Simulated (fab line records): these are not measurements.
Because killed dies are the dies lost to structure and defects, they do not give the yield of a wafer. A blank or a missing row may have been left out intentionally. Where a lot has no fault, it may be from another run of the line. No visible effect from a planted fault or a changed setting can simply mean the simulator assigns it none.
8D (eight disciplines) problem report, filled in by code    flow berkeley-cmos170    the parts of the form that need people (team, actions taken, sign-off) are left out

1. WHAT IS WRONG
spin-speed-rpm at UCB170_GATE_COAT_07 reads a mean of 1556.7 rpm on 6 wafers of 2 lots; wafers without a fault read 1500.1 rpm with a standard deviation of 0.88. Measured from the usual mean, that is +64 standard deviations.
The step: resist thk 900 nm.
Seen first at day 8 08:00 on litho-track-03, wafer L653.2. Wafers with a number at this step in the record: 42, from 14 lots. By rule, "out" or "out of limits" means more than 4 standard deviations away from the usual mean. All remaining wafers that have a number are taken as sound.

2. WHAT THIS IS AND IS NOT
question                     is                      is not
which readings at this step  spin-speed-rpm          resist-line-temp-C
which lots                   L653, L655              L641, L643, L644, L646, L647, L648, L654, L657, L659, L660, L662, L664
which wafers of those lots   all that have a number  -
read on which tools          litho-track-03          litho-track-01, litho-track-02
when                         from day 8 08:00        up to then (18 sound wafers); but 18 sound wafers of L654, L657, L659, L660, L662, L664 came after

3. SUSPECTS, AND WHAT RULES EACH OUT
Counting: a tool stays on the suspect list if, at a process step up to the reading, it processed all lots that are out and no sound lot following the first of them.
- litho-track-03 at UCB170_GATE_COAT_07 (resist thk 900 nm): kept. All lots that are out passed through it, beginning with L653 at day 8 08:00, and no sound lot followed; its final sound lot before that point was L647 at day 7 23:00. Its own readings are out on those wafers: spin-speed-rpm.
Remaining after the count: litho-track-03 at UCB170_GATE_COAT_07.

4. THE CAUSE (what the simulator had put in)
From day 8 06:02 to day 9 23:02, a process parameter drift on litho-track-03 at UCB170_GATE_COAT_07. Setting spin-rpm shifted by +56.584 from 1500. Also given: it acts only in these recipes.
After counting, this tool was the only one left.

5. THE EFFECT CHAIN, in route order
Each row: a reading whose mean over the struck wafers that have a number lies more than 3 standard deviations from the usual. Only readings for which the record gives a usual standard deviation are gone through. hours: the time from each lot's start at the first step in this table that gives one to its start at this step, as a median over the lots. sigmas: the change in usual standard deviations.
hours  step                 reading         usual       on struck wafers  change  sigmas
0      UCB170_GATE_COAT_07  spin-speed-rpm  1500.1 rpm  1556.7            +56.6   +64
Its process steps:
- UCB170_GATE_COAT_07: resist thk 900 nm.
Later measuring or inspecting steps at which every struck wafer that the step has a row for has a number for every such reading, and none has moved that far: UCB170_SPACER_THK_MEAS_01, UCB170_PSD_OVL_MEAS_07, UCB170_SDANNEAL_RS_MEAS_05.

6. WHAT WOULD HAVE CAUGHT IT SOONER
In this record no reading fell out of limits until day 8 08:00, 2 hours after the fault had begun at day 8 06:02.
